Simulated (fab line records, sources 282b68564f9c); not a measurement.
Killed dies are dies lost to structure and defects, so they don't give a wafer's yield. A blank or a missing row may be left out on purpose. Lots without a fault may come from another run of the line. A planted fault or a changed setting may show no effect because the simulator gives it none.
Problem report in the 8D (eight disciplines) form, filled by code | flow rit_cmos | the parts of the form that need people (team, actions taken, sign-off) are left out

1. THE PROBLEM
GATE_POLY_THK at RIT_GATE_THK_MEAS_09 reads a mean of 210.6 nm on 6 wafers of 2 lots; wafers without a fault read 249.6 nm with a standard deviation of 2.2. That is -18 standard deviations from the usual mean.
First seen on wafer L836.1, day 6 20:09, on film_metro-03. The record holds 42 wafers of 14 lots with a number at this step. Rule for "out", or "out of limits": more than 4 standard deviations from the usual mean. The other wafers with a number count as sound.

2. WHAT IT IS AND WHAT IT IS NOT
question                    | is                           | is not
which readings at this step | GATE_POLY_THK                | -
which lots                  | L836, L838                   | L816, L817, L818, L820, L821, L822, L824, L825, L826, L828, L829, L832
which wafers of those lots  | all that have a number       | -
read on which gauges        | film_metro-02, film_metro-03 | film_metro-01
when                        | from day 6 20:09             | up to then (36 sound wafers)

3. SUSPECTS, AND WHAT RULES EACH OUT
Counting: a tool at a process step up to the reading stays a suspect if it ran every lot that is out and no sound lot after the first of them.
- the gauge at RIT_GATE_THK_MEAS_09: ruled out. The wafers that are out were read on 2 gauges (film_metro-02, film_metro-03).
- lpcvd-02 at RIT_GATE_CVD_08 (deposits poly-Si from SiH4, target thk 250 nm, time 2220 s): kept. It ran every lot that is out, first L836 (day 6 18:32), and no sound lot after that; its last sound lot up to then is L832 (day 6 01:33). Its own readings are out on those wafers: spike_tc_centre_C, susceptor_temp_C.
Left after counting: lpcvd-02 at RIT_GATE_CVD_08.

4. THE CAUSE (what the simulator had put in)
Process parameter drift: lpcvd-02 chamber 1, from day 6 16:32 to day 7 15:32, at RIT_GATE_CVD_08. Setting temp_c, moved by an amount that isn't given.
Counting left only this tool.

5. THE CHAIN OF EFFECTS, in route order
Each row: a reading whose mean over the struck wafers that have a number lies more than 3 standard deviations from the usual. Only readings for which the record gives a usual standard deviation are gone through. hours: the time from each lot's start at the first step in this table that gives one to its start at this step, as a median over the lots. sigmas: the change in usual standard deviations.
hours | step                 | reading           | usual      | on struck wafers | change | sigmas
0     | RIT_GATE_CVD_08      | spike_tc_centre_C | 612.2 C    | 604.4            | -7.9   | -5.6
0     | RIT_GATE_CVD_08      | spike_tc_load_C   | 631.5 C    | 621.9            | -9.6   | -4.0
0     | RIT_GATE_CVD_08      | susceptor_temp_C  | 610.00 C   | 603.25           | -6.75  | -24
2     | RIT_GATE_THK_MEAS_09 | GATE_POLY_THK     | 249.6 nm   | 210.6            | -39.0  | -18
3     | RIT_GATE_ETCH_19     | oes_product_au    | 0.845 a.u. | 0.754            | -0.091 | -6.1
The process steps in it:
- RIT_GATE_CVD_08: deposits poly-Si from SiH4, target thk 250 nm, time 2220 s.
- RIT_GATE_ETCH_19: etches poly-Si in SF6/CHF3/O2, stops on SiO2, time 165 s, target depth 312.5 nm.

6. WHAT WOULD HAVE CAUGHT IT SOONER
In this record the first reading out of limits at a measuring or inspecting step was taken at day 6 20:09, 4 hours after the fault began at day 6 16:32.
The tool's own readings at RIT_GATE_CVD_08 were out on every struck wafer that the step has a row for (spike_tc_centre_C, susceptor_temp_C): an alarm limit on them would have fired on the first of those.
Of the lots that are out (2), L838 began RIT_GATE_CVD_08 on lpcvd-02 after day 6 20:09. A hold on the tool at that time would have spared it.
